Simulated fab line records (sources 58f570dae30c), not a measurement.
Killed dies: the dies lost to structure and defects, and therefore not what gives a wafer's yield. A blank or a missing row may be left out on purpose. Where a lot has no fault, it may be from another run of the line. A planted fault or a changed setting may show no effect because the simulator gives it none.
fab line records    flow berkeleyCmos170
[record] lots = 14  wafers = 42  lastDay = 13
route steps=331 shown GATE@140
lots that met no fault: taken from a fault-free run of the same line
startH: start of the lot's first displayed wafer, in hours after the record's first day    waitH: hours from the lot's prior step to this one    " identical to the entry in the row above    L1.1+2: one row covering several wafers at once    - value missing, or start not given    * or withheld: withheld    < > ~ a bound
route shown NAME@n: NAME is a module with steps in the file, n the number in the route of the first one    usual: mean/standard deviation of fault-free wafers    same: alike in all rows    chamber/n: place in a boat    sites: each site's reading    _std_site: the values' standard deviation    _edge_site: the outer-site mean with the inner-site mean subtracted    radiusMm: for every site, how far away it sits from the centre of the wafer    mask NAME#n: copy n    behind: the tool/chamber that last shaped the wafer    hold: reason for holding the lot/hours on hold/outcome of the hold    device: which transistor (n, p or np) failed to switch    end of line: tests run on the same wafers once the route is complete    a step given without rows: its recipe and nothing more    killed: count of dies lost to structure and defects at first sort (not the wafer's yield)    map: a wafer's dies, x killed, . not, _ none there
set.NAME: the setting the step ran with; set.NAME@STEP: the setting that earlier step ran with    model.NAME: the simulator's own value behind a step, which no gauge read
route steps across a sampled set of lots; one table per step, one row per wafer
services: from which hour (startH, from the record's first day; less than 0 if before it) a tool's chamber was out of use, for how many hours, and why
[[steps]]
[step UCB170_GATE_ETCH_14]
[recipe] chemistry = N2/H2  targetDepthA = withheld  overetchA = withheld  target = BARC  timeS = withheld  sourceW = 500  biasW = 100  pressureMtorr = 30  n2FlowSccm = 100  h2FlowSccm = 200
[usual] drypumpMotorCurrentA = 5.7/0.51  oesProductAu = 0.996/0.017  throttleValvePct = 13.36/0.18
lot.wafer  tool        chamber  startH  waitH  drypumpMotorCurrentA  oesProductAu  throttleValvePct
L344.3     rieDiel-02  1        162.36  0.0    4.9                   0.981         13.43
L344.4     "           0        "       "      6.5                   1.007         13.66
L344.6     "           1        "       "      4.9                   0.977         13.46
L345.1     rieDiel-04  1        162.64  0.0    6.4                   0.996         13.41
L345.2     "           0        "       "      5.0                   1.000         13.40
L345.3     "           2        "       "      5.7                   0.957         13.33
L346.1     rieDiel-01  0        175.00  0.0    5.6                   0.983         13.05
L346.5     "           3        "       "      4.8                   1.005         13.51
L346.6     "           2        "       "      5.9                   0.993         13.44
L348.1     rieDiel-04  1        175.24  0.0    6.4                   0.998         13.41
L348.2     "           2        "       "      5.7                   0.958         13.34
L348.6     "           2        "       "      5.7                   0.969         13.32
L349.2     rieDiel-01  3        175.42  0.0    4.8                   1.008         13.50
L349.3     "           2        "       "      5.9                   0.997         13.45
L349.5     "           3        "       "      4.8                   1.022         13.49
L352.1     rieDiel-04  0        200.22  0.0    5.0                   1.364         13.40
L352.3     "           2        "       "      5.7                   1.313         13.35
L352.4     "           1        "       "      6.4                   1.370         13.42
L353.2     rieDiel-04  0        204.82  0.0    5.0                   1.374         13.41
L353.4     "           1        "       "      6.4                   1.371         13.42
L353.5     "           2        "       "      5.7                   1.310         13.36
L359.1     rieDiel-02  2        218.09  0.0    5.5                   1.015         13.33
L359.2     "           0        "       "      6.4                   0.995         13.67
L359.5     "           2        "       "      5.5                   0.998         13.35
L360.1     rieDiel-02  3        242.43  0.0    5.9                   0.996         13.48
L360.4     "           1        "       "      4.9                   0.999         13.44
L360.6     "           3        "       "      5.9                   1.001         13.47
L363.1     rieDiel-01  1        258.30  0.0    5.6                   1.028         13.10
L363.2     "           0        "       "      5.7                   0.985         13.04
L363.4     "           3        "       "      4.8                   1.000         13.51
L364.1     rieDiel-02  0        258.54  0.0    6.5                   1.000         13.68
L364.2     "           2        "       "      5.5                   1.000         13.33
L364.5     "           2        "       "      5.5                   1.000         13.33
L366.4     rieDiel-01  0        266.90  0.0    5.7                   0.991         13.06
L366.5     "           3        "       "      4.8                   1.010         13.48
L366.6     "           2        "       "      5.9                   0.997         13.46
L365.1     rieDiel-02  2        267.03  0.0    5.5                   1.003         13.33
L365.2     "           0        "       "      6.4                   1.000         13.68
L365.3     "           3        "       "      5.9                   0.986         13.49
L367.2     rieDiel-04  2        279.84  0.0    5.7                   0.959         13.33
L367.4     "           3        "       "      5.7                   1.002         13.15
L367.6     "           1        "       "      6.4                   1.004         13.41
[step UCB170_GATE_CD_MEAS_90]
[recipe] targetCdNm = 350
[usual] cdNm = 350.9/1.7
lot.wafer  tool      chamber  startH  waitH  cdNm
L344.3     cdSem-02  -        162.59  0.1    352.6
L344.4     "         -        "       "      352.6
L344.6     "         -        "       "      353.0
L345.1     cdSem-02  -        162.83  0.1    350.0
L345.2     "         -        "       "      350.8
L345.3     "         -        "       "      349.8
L346.1     cdSem-01  -        175.20  0.1    347.9
L346.5     "         -        "       "      349.9
L346.6     "         -        "       "      348.5
L348.1     cdSem-01  -        175.43  0.1    349.9
L348.2     "         -        "       "      351.5
L348.6     "         -        "       "      350.9
L349.2     cdSem-01  -        175.63  0.1    349.2
L349.3     "         -        "       "      351.1
L349.5     "         -        "       "      348.9
L352.1     cdSem-01  -        200.41  0.1    346.5
L352.3     "         -        "       "      346.5
L352.4     "         -        "       "      344.9
L353.2     cdSem-01  -        205.03  0.1    346.1
L353.4     "         -        "       "      344.2
L353.5     "         -        "       "      344.7
L359.1     cdSem-02  -        218.32  0.1    348.2
L359.2     "         -        "       "      350.9
L359.5     "         -        "       "      347.8
L360.1     cdSem-01  -        242.62  0.1    352.4
L360.4     "         -        "       "      355.0
L360.6     "         -        "       "      352.1
L363.1     cdSem-01  -        258.49  0.1    348.9
L363.2     "         -        "       "      348.8
L363.4     "         -        "       "      351.1
L364.1     cdSem-02  -        258.76  0.1    352.7
L364.2     "         -        "       "      351.5
L364.5     "         -        "       "      350.3
L366.4     cdSem-01  -        267.15  0.1    349.1
L366.5     "         -        "       "      350.3
L366.6     "         -        "       "      349.3
L365.1     cdSem-02  -        267.22  0.1    349.9
L365.2     "         -        "       "      348.4
L365.3     "         -        "       "      349.0
L367.2     cdSem-02  -        280.31  0.3    352.0
L367.4     "         -        "       "      354.7
L367.6     "         -        "       "      352.3
[[services]]
tool        chamber  startH  hours  kind
rieDiel-01  3        138.92  3.2    repair
rieDiel-01  3        142.40  -      clean
rieDiel-01  3        142.40  25.5   scheduledDown
rieDiel-01  3        142.40  25.5   ventCycle
rieDiel-01  2        146.41  5.2    repair
rieDiel-01  2        153.20  9.3    repair
rieDiel-01  2        183.14  1.9    repair
rieDiel-04  0        205.69  -      clean
rieDiel-04  0        205.69  20.1   scheduledDown
rieDiel-04  0        205.69  20.1   ventCycle
rieDiel-04  2        222.04  20.2   repair
rieDiel-02  2        233.23  14.0   repair
rieDiel-04  3        234.74  3.1    repair
rieDiel-01  2        252.43  13.5   repair
rieDiel-02  3        255.19  11.5   repair
rieDiel-02  3        278.49  2.5    repair
[[key]]
[firstSign] step = UCB170_GATE_ETCH_14  reading = oesProductAu  direction = up  sigmas = 21  usual = 0.996  struck = 1.350
[effect] step = UCB170_GATE_CD_MEAS_90  reading = cdNm  direction = down  sigmas = 3.3  usual = 350.9  struck = 345.5
metAt UCB170_GATE_ETCH_14
struckLots L352,L353
testerLeftOut L352,L353
onsetBetween 175.24 200.22
[fault] kind = processParameterDrift  tool = rieDiel-04  chamber = -  onsetH = 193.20  steps = UCB170_GATE_ETCH_14  channel = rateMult  offset = 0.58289  shape = step  endH = 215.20
// testerLeftOut: of these lots the tester's yield and bins aren't shown, on N5 and GAA mostly nor the transistor test; their killed dies are dies lost to structure and defects alone, not to doping, threshold or leakage, so they don't give the yield
